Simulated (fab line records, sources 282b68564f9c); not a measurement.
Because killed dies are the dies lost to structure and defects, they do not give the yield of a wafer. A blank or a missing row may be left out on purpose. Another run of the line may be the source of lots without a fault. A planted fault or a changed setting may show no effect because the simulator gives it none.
Problem report in the 8D (eight disciplines) form, filled by code	flow rit-cmos	the parts of the form that need people (team, actions taken, sign-off) are left out

1. THE ISSUE
At RIT_M1_PROBE_99, killed-at-front-end averages 263.2 over 6 wafers from 2 lots, while fault-free wafers read 7.2, standard deviation 2.5. So: +99 or more standard deviations from the usual mean.
Seen first at day 5 09:28 on prober-02, wafer L458.1. The record has a number at this step for 6 wafers belonging to 2 lots. The rule behind "out" and "out of limits": a value lying over 4 standard deviations away from the usual mean. All remaining wafers that have a number are taken as sound.

2. WHAT IT IS; WHAT IT IS NOT
question	is	is not
which readings at this step	killed-at-front-end, killed-dies, killed-on-rim	killed_at_M0_to_M3, killed-short
which lots	L458, L460	-
which wafers of those lots	all that have a number	-
read on which tools	prober-01, prober-02	-
when	from day 5 09:28	up to then (0 sound wafers)

3. WHAT RULES OUT EACH SUSPECT
Counting: a tool at any process step up to the reading remains a suspect when it ran all the lots that are out and ran no sound lot after the first of those.
- litho-track-04 at RIT_GATE_DEVELOP_15 (develop time 50 s): kept. It ran every lot that is out, first L458 (day 4 12:00), and no sound lot after that.
The count leaves litho-track-04 at RIT_GATE_DEVELOP_15.

4. THE CAUSE (what the simulator had put in)
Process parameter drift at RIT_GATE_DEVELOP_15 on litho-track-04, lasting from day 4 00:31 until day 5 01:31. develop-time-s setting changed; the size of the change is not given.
The count eliminated every tool but this one.

5. THE CHAIN OF EFFECTS, in route order
One row per reading whose mean, taken over the struck wafers that have a number, lies over 3 standard deviations from the usual. Only readings for which the record gives a usual standard deviation are gone through. hours: the time from each lot's start at the first step in this table that gives one to its start at this step, as a median over the lots. sigmas: the change in usual standard deviations.
hours	step	reading	usual	on struck wafers	change	sigmas
0	RIT_M1_PROBE_99	killed-at-front-end	7.2	263.2	+256.0	+99 or more
0	RIT_M1_PROBE_99	killed-dies	7.3	263.3	+256.0	+99 or more
0	RIT_M1_PROBE_99	killed-on-rim	2.0	69.7	+67.7	+48
The process steps in it:
- RIT_M1_PROBE_99

6. HOW IT WOULD HAVE BEEN CAUGHT EARLIER
First out-of-limits reading in this record: day 5 09:28, which is 33 hours after fault onset at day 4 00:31.
Each of the lots that are out, 2 in all, had begun RIT_GATE_DEVELOP_15 on litho-track-04 no later than day 5 09:28. Tool hold at that time: it would have spared none of them.
